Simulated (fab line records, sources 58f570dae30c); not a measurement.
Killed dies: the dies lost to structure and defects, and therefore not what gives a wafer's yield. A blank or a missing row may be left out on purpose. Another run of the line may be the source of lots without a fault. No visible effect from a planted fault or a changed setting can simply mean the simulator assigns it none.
fab line records :: flow berkeleyCmos170 :: part 2 of 2: steps 29 to 37 of 37
record
  lots=5
  wafers=15
  lastDay=13
route steps=331 shown BACKSIDE@203 SDANNEAL@204 PSD@206 NSD@207 PLDD@208 NLDD@209 SILICIDE@210 CONTACT@216 M1@238
lots with no fault: from the same line, run without faults
startH: start of the lot's first displayed wafer, in hours after the record's first day :: waitH: hours from the lot's prior step to this one :: " the same as in the row above :: L1.1+2: a single row standing in for several wafers :: - either no value or no given start :: * or withheld: withheld :: < > ~ a bound
route shown NAME@n: a module of which the file shows steps, and the number in the route of the first :: usual: the fault-free wafers' mean and standard deviation :: same: alike in all rows :: chamber/n: place in a boat :: sites: each site's reading :: _std_site: how widely they spread, as a standard deviation :: _edge_site: inner sites' mean taken away from outer sites' mean :: radiusMm: how far each site lies from the wafer's centre :: mask NAME#n: copy n :: behind: the most recent tool/chamber to have shaped the wafer :: hold: what put the lot on hold/how long, in hours/how the hold closed :: device: the transistor (n, p or np) that didn't switch :: end of line: the route-end tests of the same wafers :: for a step that has no rows: nothing shown but its recipe :: killed: dies that structure and defects cost at the first sort, which is not the same as the wafer's yield :: map: per-die view of a wafer (x killed, . not killed, _ where there is no die)
set.NAME: the run value of the setting; set.NAME@STEP: its run value at that earlier step :: model.NAME: the simulator's own value behind a step, which no gauge read
lots at some steps of the route; a table a step, a row a wafer
services: a tool's chamber out of use, with start hour (startH, from the record's first day; less than 0 if before it), hours out, and reason
## steps
# step UCB170_CONTACT_CD_MEAS_15
# recipe
  targetCdNm=700
# usual
  cdNm=700.3/1.4
lot.wafer: L080.1
tool: cdSem-01
chamber: -
startH: 208.99
waitH: -
cdNm: 700.3

lot.wafer: L080.3
tool: cdSem-01
chamber: -
startH: 208.99
waitH: -
cdNm: 699.9

lot.wafer: L080.4
tool: cdSem-01
chamber: -
startH: 208.99
waitH: -
cdNm: 699.7

lot.wafer: L081.1
tool: cdSem-01
chamber: -
startH: 209.28
waitH: -
cdNm: 698.5

lot.wafer: L081.3
tool: cdSem-01
chamber: -
startH: 209.28
waitH: -
cdNm: 698.7

lot.wafer: L081.4
tool: cdSem-01
chamber: -
startH: 209.28
waitH: -
cdNm: 699.0

lot.wafer: L085.1
tool: cdSem-02
chamber: -
startH: 225.08
waitH: -
cdNm: 700.5

lot.wafer: L085.2
tool: cdSem-02
chamber: -
startH: 225.08
waitH: -
cdNm: 698.4

lot.wafer: L085.3
tool: cdSem-02
chamber: -
startH: 225.08
waitH: -
cdNm: 699.9

lot.wafer: L093.3
tool: cdSem-01
chamber: -
startH: 285.95
waitH: -
cdNm: 699.5

lot.wafer: L093.4
tool: cdSem-01
chamber: -
startH: 285.95
waitH: -
cdNm: 701.2

lot.wafer: L093.5
tool: cdSem-01
chamber: -
startH: 285.95
waitH: -
cdNm: 699.2

lot.wafer: L095.2
tool: cdSem-02
chamber: -
startH: 299.82
waitH: -
cdNm: 702.3

lot.wafer: L095.4
tool: cdSem-02
chamber: -
startH: 299.82
waitH: -
cdNm: 700.6

lot.wafer: L095.6
tool: cdSem-02
chamber: -
startH: 299.82
waitH: -
cdNm: 702.0
# step UCB170_CONTACT_OVL_MEAS_16
# usual
  CONTACT_OVL=-3/5.7
lot.wafer: L080.1
tool: overlay-01
chamber: -
startH: 209.11
waitH: 0.1
CONTACT_OVL[nm]: -4

lot.wafer: L080.3
tool: overlay-01
chamber: -
startH: 209.11
waitH: 0.1
CONTACT_OVL[nm]: 7

lot.wafer: L080.4
tool: overlay-01
chamber: -
startH: 209.11
waitH: 0.1
CONTACT_OVL[nm]: 0

lot.wafer: L081.1
tool: overlay-01
chamber: -
startH: 209.40
waitH: 0.1
CONTACT_OVL[nm]: -12

lot.wafer: L081.3
tool: overlay-01
chamber: -
startH: 209.40
waitH: 0.1
CONTACT_OVL[nm]: -16

lot.wafer: L081.4
tool: overlay-01
chamber: -
startH: 209.40
waitH: 0.1
CONTACT_OVL[nm]: -15

lot.wafer: L085.1
tool: overlay-02
chamber: -
startH: 225.20
waitH: 0.1
CONTACT_OVL[nm]: 1

lot.wafer: L085.2
tool: overlay-02
chamber: -
startH: 225.20
waitH: 0.1
CONTACT_OVL[nm]: 2

lot.wafer: L085.3
tool: overlay-02
chamber: -
startH: 225.20
waitH: 0.1
CONTACT_OVL[nm]: 2

lot.wafer: L093.3
tool: overlay-02
chamber: -
startH: 286.04
waitH: 0.1
CONTACT_OVL[nm]: -8

lot.wafer: L093.4
tool: overlay-02
chamber: -
startH: 286.04
waitH: 0.1
CONTACT_OVL[nm]: 0

lot.wafer: L093.5
tool: overlay-02
chamber: -
startH: 286.04
waitH: 0.1
CONTACT_OVL[nm]: -10

lot.wafer: L095.2
tool: overlay-02
chamber: -
startH: 299.92
waitH: 0.1
CONTACT_OVL[nm]: -5

lot.wafer: L095.4
tool: overlay-02
chamber: -
startH: 299.92
waitH: 0.1
CONTACT_OVL[nm]: -2

lot.wafer: L095.6
tool: overlay-02
chamber: -
startH: 299.92
waitH: 0.1
CONTACT_OVL[nm]: -5
# step UCB170_CONTACT_ETCH_17
# recipe
  chemistry=N2/H2
  targetDepthA=withheld
  overetchA=withheld
  target=BARC
  timeS=withheld
  sourceW=500
  biasW=100
  pressureMtorr=30
  n2FlowSccm=100
  h2FlowSccm=200
# usual
  drypumpMotorCurrentA=5.8/0.49
  oesProductAu=1.001/0.021
  throttleValvePct=13.22/0.11
lot.wafer: L080.1
tool: rieDiel-04
chamber: 1
startH: 209.14
waitH: 0.0
drypumpMotorCurrentA: 4.9
oesProductAu: 0.992
throttleValvePct: 13.21

lot.wafer: L080.3
tool: rieDiel-04
chamber: 0
startH: 209.14
waitH: 0.0
drypumpMotorCurrentA: 5.9
oesProductAu: 1.012
throttleValvePct: 13.21

lot.wafer: L080.4
tool: rieDiel-04
chamber: 2
startH: 209.14
waitH: 0.0
drypumpMotorCurrentA: 5.5
oesProductAu: 1.018
throttleValvePct: 13.36

lot.wafer: L081.1
tool: rieDiel-01
chamber: 0
startH: 209.44
waitH: 0.0
drypumpMotorCurrentA: 5.9
oesProductAu: 0.982
throttleValvePct: 13.32

lot.wafer: L081.3
tool: rieDiel-01
chamber: 1
startH: 209.44
waitH: 0.0
drypumpMotorCurrentA: 5.8
oesProductAu: 0.971
throttleValvePct: 13.01

lot.wafer: L081.4
tool: rieDiel-01
chamber: 2
startH: 209.44
waitH: 0.0
drypumpMotorCurrentA: 6.4
oesProductAu: 1.036
throttleValvePct: 13.21

lot.wafer: L085.1
tool: rieDiel-04
chamber: 3
startH: 225.24
waitH: 0.0
drypumpMotorCurrentA: 6.7
oesProductAu: 1.002
throttleValvePct: 13.18

lot.wafer: L085.2
tool: rieDiel-04
chamber: 0
startH: 225.24
waitH: 0.0
drypumpMotorCurrentA: 6.0
oesProductAu: 1.019
throttleValvePct: 13.21

lot.wafer: L085.3
tool: rieDiel-04
chamber: 2
startH: 225.24
waitH: 0.0
drypumpMotorCurrentA: 5.5
oesProductAu: 1.030
throttleValvePct: 13.36

lot.wafer: L093.3
tool: rieDiel-03
chamber: 2
startH: 286.07
waitH: 0.0
drypumpMotorCurrentA: 5.8
oesProductAu: 0.955
throttleValvePct: 13.27

lot.wafer: L093.4
tool: rieDiel-03
chamber: 0
startH: 286.07
waitH: 0.0
drypumpMotorCurrentA: 5.9
oesProductAu: 0.987
throttleValvePct: 13.25

lot.wafer: L093.5
tool: rieDiel-03
chamber: 2
startH: 286.07
waitH: 0.0
drypumpMotorCurrentA: 5.8
oesProductAu: 0.964
throttleValvePct: 13.27

lot.wafer: L095.2
tool: rieDiel-04
chamber: 2
startH: 299.95
waitH: 0.0
drypumpMotorCurrentA: 5.5
oesProductAu: 1.022
throttleValvePct: 13.35

lot.wafer: L095.4
tool: rieDiel-04
chamber: 0
startH: 299.95
waitH: 0.0
drypumpMotorCurrentA: 6.0
oesProductAu: 1.017
throttleValvePct: 13.19

lot.wafer: L095.6
tool: rieDiel-04
chamber: 2
startH: 299.95
waitH: 0.0
drypumpMotorCurrentA: 5.5
oesProductAu: 1.013
throttleValvePct: 13.36
# step UCB170_CONTACT_ETCH_18
# recipe
  chemistry=CHF3/CF4/Ar
  target=PSG
  stopOn=TiSi2
  CHF3_flow_sccm=45
  cf4FlowSccm=15
  Ar_flow_sccm=150
  pressureMtorr=200
  rfW=700
  targetDepthA=8400
  overEtchFrac=0.2
  timeS=195
# usual
  drypumpMotorCurrentA=5.8/0.5
  oesProductAu=0.896/0.019
  throttleValvePct=6.87/0.073
lot.wafer: L080.1
tool: rieDiel-04
chamber: 1
startH: -
waitH: -
drypumpMotorCurrentA: 4.9
oesProductAu: 0.888
rfHoursCounterH: 75
throttleValvePct: 6.84

lot.wafer: L080.3
tool: rieDiel-04
chamber: 0
startH: -
waitH: -
drypumpMotorCurrentA: 5.9
oesProductAu: 0.910
rfHoursCounterH: 74
throttleValvePct: 6.84

lot.wafer: L080.4
tool: rieDiel-04
chamber: 2
startH: -
waitH: -
drypumpMotorCurrentA: 5.5
oesProductAu: 0.909
rfHoursCounterH: 123
throttleValvePct: 6.91

lot.wafer: L081.1
tool: rieDiel-01
chamber: 0
startH: -
waitH: -
drypumpMotorCurrentA: 5.9
oesProductAu: 0.882
rfHoursCounterH: 24
throttleValvePct: 6.98

lot.wafer: L081.3
tool: rieDiel-01
chamber: 1
startH: -
waitH: -
drypumpMotorCurrentA: 5.8
oesProductAu: 0.872
rfHoursCounterH: 85
throttleValvePct: 6.71

lot.wafer: L081.4
tool: rieDiel-01
chamber: 2
startH: -
waitH: -
drypumpMotorCurrentA: 6.4
oesProductAu: 0.912
rfHoursCounterH: 66
throttleValvePct: 6.86

lot.wafer: L085.1
tool: rieDiel-04
chamber: 3
startH: -
waitH: -
drypumpMotorCurrentA: 6.7
oesProductAu: 0.871
rfHoursCounterH: 23
throttleValvePct: 6.89

lot.wafer: L085.2
tool: rieDiel-04
chamber: 0
startH: -
waitH: -
drypumpMotorCurrentA: 5.9
oesProductAu: 0.901
rfHoursCounterH: 75
throttleValvePct: 6.85

lot.wafer: L085.3
tool: rieDiel-04
chamber: 2
startH: -
waitH: -
drypumpMotorCurrentA: 5.5
oesProductAu: 0.913
rfHoursCounterH: 124
throttleValvePct: 6.90

lot.wafer: L093.3
tool: rieDiel-03
chamber: 2
startH: -
waitH: -
drypumpMotorCurrentA: 5.8
oesProductAu: 0.882
rfHoursCounterH: 111
throttleValvePct: 6.96

lot.wafer: L093.4
tool: rieDiel-03
chamber: 0
startH: -
waitH: -
drypumpMotorCurrentA: 5.9
oesProductAu: 0.890
rfHoursCounterH: 13
throttleValvePct: 6.89

lot.wafer: L093.5
tool: rieDiel-03
chamber: 2
startH: -
waitH: -
drypumpMotorCurrentA: 5.8
oesProductAu: 0.884
rfHoursCounterH: -
throttleValvePct: 6.96

lot.wafer: L095.2
tool: rieDiel-04
chamber: 2
startH: -
waitH: -
drypumpMotorCurrentA: 5.5
oesProductAu: 0.914
rfHoursCounterH: 126
throttleValvePct: 6.92

lot.wafer: L095.4
tool: rieDiel-04
chamber: 0
startH: -
waitH: -
drypumpMotorCurrentA: 5.9
oesProductAu: 0.914
rfHoursCounterH: 78
throttleValvePct: 6.83

lot.wafer: L095.6
tool: rieDiel-04
chamber: 2
startH: -
waitH: -
drypumpMotorCurrentA: 5.5
oesProductAu: 0.914
rfHoursCounterH: -
throttleValvePct: 6.90
# step UCB170_CONTACT_STRIP_19
# recipe
  chemistry=O2
  powerW=400
  pressureMtorr=3500
  platenTempC=withheld
  o2FlowSccm=400
  overashFraction=0.5
# usual
  drypumpMotorCurrentA=6.0/0.5
  oesProductAu=0.725/0.0048
lot.wafer: L080.1
tool: plasmaAsher-01
chamber: 0
startH: 209.31
waitH: -
drypumpMotorCurrentA: 6.3
oesProductAu: 0.733
rfHoursCounterH: 45

lot.wafer: L080.3
tool: plasmaAsher-01
chamber: 0
startH: 209.31
waitH: -
drypumpMotorCurrentA: 6.3
oesProductAu: 0.726
rfHoursCounterH: -

lot.wafer: L080.4
tool: plasmaAsher-01
chamber: 1
startH: 209.31
waitH: -
drypumpMotorCurrentA: 5.1
oesProductAu: 0.723
rfHoursCounterH: -

lot.wafer: L081.1
tool: plasmaAsher-02
chamber: 1
startH: 209.60
waitH: -
drypumpMotorCurrentA: 6.5
oesProductAu: 0.728
rfHoursCounterH: 50

lot.wafer: L081.3
tool: plasmaAsher-02
chamber: 1
startH: 209.60
waitH: -
drypumpMotorCurrentA: 6.5
oesProductAu: 0.724
rfHoursCounterH: -

lot.wafer: L081.4
tool: plasmaAsher-02
chamber: 0
startH: 209.60
waitH: -
drypumpMotorCurrentA: 5.8
oesProductAu: 0.713
rfHoursCounterH: -

lot.wafer: L085.1
tool: plasmaAsher-04
chamber: 1
startH: 225.41
waitH: -
drypumpMotorCurrentA: 6.1
oesProductAu: 0.727
rfHoursCounterH: 7

lot.wafer: L085.2
tool: plasmaAsher-04
chamber: 0
startH: 225.41
waitH: -
drypumpMotorCurrentA: 6.5
oesProductAu: 0.721
rfHoursCounterH: 7

lot.wafer: L085.3
tool: plasmaAsher-04
chamber: 0
startH: 225.41
waitH: -
drypumpMotorCurrentA: 6.5
oesProductAu: 0.726
rfHoursCounterH: -

lot.wafer: L093.3
tool: plasmaAsher-01
chamber: 1
startH: 286.27
waitH: -
drypumpMotorCurrentA: 5.1
oesProductAu: 0.735
rfHoursCounterH: -

lot.wafer: L093.4
tool: plasmaAsher-01
chamber: 0
startH: 286.27
waitH: -
drypumpMotorCurrentA: 6.3
oesProductAu: 0.728
rfHoursCounterH: -

lot.wafer: L093.5
tool: plasmaAsher-01
chamber: 0
startH: 286.27
waitH: -
drypumpMotorCurrentA: 6.3
oesProductAu: 0.722
rfHoursCounterH: -

lot.wafer: L095.2
tool: plasmaAsher-01
chamber: 0
startH: 300.12
waitH: -
drypumpMotorCurrentA: 6.3
oesProductAu: 0.733
rfHoursCounterH: 55

lot.wafer: L095.4
tool: plasmaAsher-01
chamber: 1
startH: 300.12
waitH: -
drypumpMotorCurrentA: 5.1
oesProductAu: 0.722
rfHoursCounterH: -

lot.wafer: L095.6
tool: plasmaAsher-01
chamber: 1
startH: 300.12
waitH: -
drypumpMotorCurrentA: 5.1
oesProductAu: 0.727
rfHoursCounterH: -
# step UCB170_CONTACT_CD_MEAS_90
# recipe
  targetCdNm=700
# usual
  cdNm=700.2/1.6
lot.wafer: L080.1
tool: cdSem-01
chamber: -
startH: 209.41
waitH: 0.1
cdNm: 701.0

lot.wafer: L080.3
tool: cdSem-01
chamber: -
startH: 209.41
waitH: 0.1
cdNm: 700.3

lot.wafer: L080.4
tool: cdSem-01
chamber: -
startH: 209.41
waitH: 0.1
cdNm: 699.7

lot.wafer: L081.1
tool: cdSem-01
chamber: -
startH: 209.70
waitH: 0.1
cdNm: 698.9

lot.wafer: L081.3
tool: cdSem-01
chamber: -
startH: 209.70
waitH: 0.1
cdNm: 699.4

lot.wafer: L081.4
tool: cdSem-01
chamber: -
startH: 209.70
waitH: 0.1
cdNm: 699.4

lot.wafer: L085.1
tool: cdSem-01
chamber: -
startH: 225.51
waitH: 0.1
cdNm: 700.2

lot.wafer: L085.2
tool: cdSem-01
chamber: -
startH: 225.51
waitH: 0.1
cdNm: 697.5

lot.wafer: L085.3
tool: cdSem-01
chamber: -
startH: 225.51
waitH: 0.1
cdNm: 699.6

lot.wafer: L093.3
tool: cdSem-01
chamber: -
startH: 286.37
waitH: 0.1
cdNm: 699.2

lot.wafer: L093.4
tool: cdSem-01
chamber: -
startH: 286.37
waitH: 0.1
cdNm: 701.8

lot.wafer: L093.5
tool: cdSem-01
chamber: -
startH: 286.37
waitH: 0.1
cdNm: 698.5

lot.wafer: L095.2
tool: cdSem-01
chamber: -
startH: 300.24
waitH: 0.1
cdNm: 702.4

lot.wafer: L095.4
tool: cdSem-01
chamber: -
startH: 300.24
waitH: 0.1
cdNm: 699.4

lot.wafer: L095.6
tool: cdSem-01
chamber: -
startH: 300.24
waitH: 0.1
cdNm: 702.1
# step UCB170_CONTACT_CLEAN_20
# recipe
  chemistry=SPM
  tempC=120
  timeS=600
# usual
  bathGuardTempC=120.1/0.48
lot.wafer: L080.1
tool: wetBench-01
chamber: 3
startH: 210.29
waitH: 0.9
bathGuardTempC: 120.4

lot.wafer: L080.3
tool: wetBench-01
chamber: 3
startH: 210.29
waitH: 0.9
bathGuardTempC: 120.2

lot.wafer: L080.4
tool: wetBench-01
chamber: 3
startH: 210.29
waitH: 0.9
bathGuardTempC: 120.4

lot.wafer: L081.1
tool: wetBench-01
chamber: 2
startH: 210.29
waitH: 0.6
bathGuardTempC: 119.6

lot.wafer: L081.3
tool: wetBench-01
chamber: 2
startH: 210.29
waitH: 0.6
bathGuardTempC: 119.5

lot.wafer: L081.4
tool: wetBench-01
chamber: 2
startH: 210.29
waitH: 0.6
bathGuardTempC: 119.4

lot.wafer: L085.1
tool: wetBench-01
chamber: 3
startH: 225.63
waitH: 0.1
bathGuardTempC: 120.7

lot.wafer: L085.2
tool: wetBench-01
chamber: 3
startH: 225.63
waitH: 0.1
bathGuardTempC: 120.4

lot.wafer: L085.3
tool: wetBench-01
chamber: 3
startH: 225.63
waitH: 0.1
bathGuardTempC: 120.5

lot.wafer: L093.3
tool: wetBench-02
chamber: 1
startH: 290.08
waitH: 3.7
bathGuardTempC: 120.6

lot.wafer: L093.4
tool: wetBench-02
chamber: 1
startH: 290.08
waitH: 3.7
bathGuardTempC: 120.9

lot.wafer: L093.5
tool: wetBench-02
chamber: 1
startH: 290.08
waitH: 3.7
bathGuardTempC: 120.5

lot.wafer: L095.2
tool: wetBench-01
chamber: 2
startH: 300.44
waitH: 0.2
bathGuardTempC: 119.5

lot.wafer: L095.4
tool: wetBench-01
chamber: 2
startH: 300.44
waitH: 0.2
bathGuardTempC: 119.6

lot.wafer: L095.6
tool: wetBench-01
chamber: 2
startH: 300.44
waitH: 0.2
bathGuardTempC: 119.2
# step UCB170_M1_SPUTTER_00
# recipe
  material=Al
  targetThkNm=600
  timeS=80
  powerW=6000
  chamberPressurePa=0.5
# usual
  throttleValvePct=30.0/1.3
lot.wafer: L080.1
tool: pvdSputter-02
chamber: -
startH: 210.47
waitH: 0.0
throttleValvePct: 29.1

lot.wafer: L080.3
tool: pvdSputter-02
chamber: -
startH: 210.47
waitH: 0.0
throttleValvePct: 31.4

lot.wafer: L080.4
tool: pvdSputter-02
chamber: -
startH: 210.47
waitH: 0.0
throttleValvePct: 28.6

lot.wafer: L081.1
tool: pvdSputter-03
chamber: -
startH: 210.47
waitH: 0.0
throttleValvePct: 30.1

lot.wafer: L081.3
tool: pvdSputter-03
chamber: -
startH: 210.47
waitH: 0.0
throttleValvePct: 29.7

lot.wafer: L081.4
tool: pvdSputter-03
chamber: -
startH: 210.47
waitH: 0.0
throttleValvePct: 30.2

lot.wafer: L085.1
tool: pvdSputter-04
chamber: -
startH: 225.80
waitH: 0.0
throttleValvePct: 31.3

lot.wafer: L085.2
tool: pvdSputter-04
chamber: -
startH: 225.80
waitH: 0.0
throttleValvePct: 30.5

lot.wafer: L085.3
tool: pvdSputter-04
chamber: -
startH: 225.80
waitH: 0.0
throttleValvePct: 27.9

lot.wafer: L093.3
tool: pvdSputter-03
chamber: -
startH: 290.26
waitH: 0.0
throttleValvePct: 29.8

lot.wafer: L093.4
tool: pvdSputter-03
chamber: -
startH: 290.26
waitH: 0.0
throttleValvePct: 30.7

lot.wafer: L093.5
tool: pvdSputter-03
chamber: -
startH: 290.26
waitH: 0.0
throttleValvePct: 30.6

lot.wafer: L095.2
tool: pvdSputter-04
chamber: -
startH: 300.61
waitH: 0.0
throttleValvePct: 32.2

lot.wafer: L095.4
tool: pvdSputter-04
chamber: -
startH: 300.61
waitH: 0.0
throttleValvePct: 28.1

lot.wafer: L095.6
tool: pvdSputter-04
chamber: -
startH: 300.61
waitH: 0.0
throttleValvePct: 28.1
# step UCB170_M1_RS_MEAS_01
# recipe
  thkMeasGauge=four-point-probe
  reads=Al_of_M1_SPUTTER_00
# usual
  M1_AL_RS=0.0485/0.00049
lot.wafer: L080.1
tool: filmMetro-04
chamber: -
startH: 210.53
waitH: 0.0
M1_AL_RS[ohm/sq]: 0.0483

lot.wafer: L080.3
tool: filmMetro-04
chamber: -
startH: 210.53
waitH: 0.0
M1_AL_RS[ohm/sq]: 0.0480

lot.wafer: L080.4
tool: filmMetro-04
chamber: -
startH: 210.53
waitH: 0.0
M1_AL_RS[ohm/sq]: 0.0475

lot.wafer: L081.1
tool: filmMetro-03
chamber: -
startH: 210.53
waitH: 0.0
M1_AL_RS[ohm/sq]: 0.0491

lot.wafer: L081.3
tool: filmMetro-03
chamber: -
startH: 210.53
waitH: 0.0
M1_AL_RS[ohm/sq]: 0.0486

lot.wafer: L081.4
tool: filmMetro-03
chamber: -
startH: 210.53
waitH: 0.0
M1_AL_RS[ohm/sq]: 0.0486

lot.wafer: L085.1
tool: filmMetro-02
chamber: -
startH: 225.86
waitH: 0.0
M1_AL_RS[ohm/sq]: 0.0488

lot.wafer: L085.2
tool: filmMetro-02
chamber: -
startH: 225.86
waitH: 0.0
M1_AL_RS[ohm/sq]: 0.0488

lot.wafer: L085.3
tool: filmMetro-02
chamber: -
startH: 225.86
waitH: 0.0
M1_AL_RS[ohm/sq]: 0.0486

lot.wafer: L093.3
tool: filmMetro-02
chamber: -
startH: 290.36
waitH: 0.1
M1_AL_RS[ohm/sq]: 0.0488

lot.wafer: L093.4
tool: filmMetro-02
chamber: -
startH: 290.36
waitH: 0.1
M1_AL_RS[ohm/sq]: 0.0490

lot.wafer: L093.5
tool: filmMetro-02
chamber: -
startH: 290.36
waitH: 0.1
M1_AL_RS[ohm/sq]: 0.0490

lot.wafer: L095.2
tool: filmMetro-04
chamber: -
startH: 300.69
waitH: 0.1
M1_AL_RS[ohm/sq]: 0.0492

lot.wafer: L095.4
tool: filmMetro-04
chamber: -
startH: 300.69
waitH: 0.1
M1_AL_RS[ohm/sq]: 0.0491

lot.wafer: L095.6
tool: filmMetro-04
chamber: -
startH: 300.69
waitH: 0.1
M1_AL_RS[ohm/sq]: 0.0495
## services
tool: rieDiel-01
chamber: -
startH: 178.80
hours: 1.9
kind: repair

tool: rieDiel-01
chamber: -
startH: 180.77
hours: 3.6
kind: repair

tool: krfScanner-01
chamber: -
startH: 190.08
hours: 1.0
kind: repair

tool: krfScanner-02
chamber: -
startH: 191.12
hours: 1.0
kind: pm

tool: plasmaAsher-04
chamber: -
startH: 191.73
hours: 26.1
kind: repair

tool: wetBench-02
chamber: -
startH: 196.76
hours: 2.1
kind: repair

tool: wetBench-02
chamber: -
startH: 205.32
hours: 1.2
kind: repair

tool: krfScanner-01
chamber: -
startH: 208.86
hours: 0.8
kind: pm

tool: rieDiel-03
chamber: 0
startH: 214.26
hours: 9.2
kind: repair

tool: rieDiel-04
chamber: -
startH: 222.69
hours: 0.9
kind: repair

tool: krfScanner-02
chamber: -
startH: 228.47
hours: 1.3
kind: pm

tool: pvdSputter-01
chamber: -
startH: 230.66
hours: 0.7
kind: repair

tool: krfScanner-02
chamber: -
startH: 233.11
hours: 0.7
kind: repair

tool: plasmaAsher-02
chamber: -
startH: 237.30
hours: 2.8
kind: pm

tool: krfScanner-02
chamber: -
startH: 251.87
hours: 0.8
kind: pm

tool: rieDiel-03
chamber: -
startH: 252.69
hours: 2.8
kind: pm

tool: krfScanner-01
chamber: -
startH: 261.93
hours: 1.0
kind: pm

tool: rieDiel-01
chamber: 3
startH: 263.35
hours: 21.0
kind: repair

tool: plasmaAsher-02
chamber: -
startH: 267.12
hours: 2.2
kind: repair

tool: wetBench-01
chamber: -
startH: 274.51
hours: 23.4
kind: repair

tool: rieDiel-01
chamber: 0
startH: 277.69
hours: 10.0
kind: repair

tool: pvdSputter-01
chamber: -
startH: 279.96
hours: 1.3
kind: repair

tool: lpcvd-02
chamber: -
startH: 289.92
hours: 0.8
kind: repair

tool: pvdSputter-03
chamber: -
startH: 299.59
hours: 0.9
kind: repair
